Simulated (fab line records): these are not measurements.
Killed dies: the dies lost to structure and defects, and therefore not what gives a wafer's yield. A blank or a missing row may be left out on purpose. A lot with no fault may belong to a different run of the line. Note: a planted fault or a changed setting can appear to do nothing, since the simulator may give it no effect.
Which tool is to blame? + flow rit_cmos + 7 lots with 21 wafers sampled at 2 steps, on a route of 202 steps

WHAT THE GAUGES READ, wafer by wafer
RIT_WELLDRIVE_RS_MEAS_01: the measuring method here is four-point-probe.
| lot  | measured    | on            | NWELL_RS (ohm/sq) |
|------|-------------|---------------|-------------------|
| L732 | day 2 10:01 | film_metro-02 | 276.9 276.3 275.8 |
| L734 | day 2 20:08 | film_metro-04 | 275.0 275.3 274.3 |
| L737 | day 3 11:50 | film_metro-03 | 274.7 273.9 274.5 |
| L739 | day 4 00:12 | film_metro-04 | 275.8 275.6 276.1 |
| L745 | day 5 07:20 | film_metro-03 | 284.4 284.4 285.1 |
| L752 | day 6 18:16 | film_metro-04 | 275.4 275.0 275.1 |
| L754 | day 7 03:56 | film_metro-02 | 275.1 275.4 275.0 |

WHAT TOOL EACH LOT RAN ON (gives the tool, then ch and the chambers of the sampled wafers, and finally the start)
| lot  | RIT_WELLDRIVE_ANNEAL_00      |
|------|------------------------------|
| L732 | furnace-03 ch 0, day 2 04:54 |
| L734 | furnace-01 ch 0, day 2 15:02 |
| L737 | furnace-03 ch 0, day 3 06:45 |
| L739 | furnace-03 ch 0, day 3 19:05 |
| L745 | furnace-03 ch 0, day 5 02:13 |
| L752 | furnace-01 ch 0, day 6 13:07 |
| L754 | furnace-01 ch 0, day 6 22:48 |
- RIT_WELLDRIVE_ANNEAL_00: time 14700 s.

THE ANSWER, worked out from the rows above alone
Rule: what is usual is taken from the lots themselves. Put in order of their means at a reading, lots are off if they are a third of the lots or fewer, leave a main group of 4 or more, and stand apart from it by a gap of 3 or more times the standard deviation of the main group's means; of several such gaps the widest counts. The tables above print the reading to a certain number of digits; a main group whose means all agree to those digits is not used. A lot without any number at a reading at which 4 lots or more have one is off too. All remaining lots with rows at the step are treated as sound.
Off: L745, seen at RIT_WELLDRIVE_RS_MEAS_01 (NWELL_RS). Mean 275.3 ohm/sq and standard deviation 0.64 in the main group.
A tool fits if, at a process step before that reading, it ran every lot that is off, and no sound lot after the first of them. Those tools and the gauges at RIT_WELLDRIVE_RS_MEAS_01 are tried in the same way. Can't be told from this: 2 tools fit, furnace-03 at RIT_WELLDRIVE_ANNEAL_00, film_metro-03 at RIT_WELLDRIVE_RS_MEAS_01.

WHAT WAS PUT IN BY THE SIMULATOR
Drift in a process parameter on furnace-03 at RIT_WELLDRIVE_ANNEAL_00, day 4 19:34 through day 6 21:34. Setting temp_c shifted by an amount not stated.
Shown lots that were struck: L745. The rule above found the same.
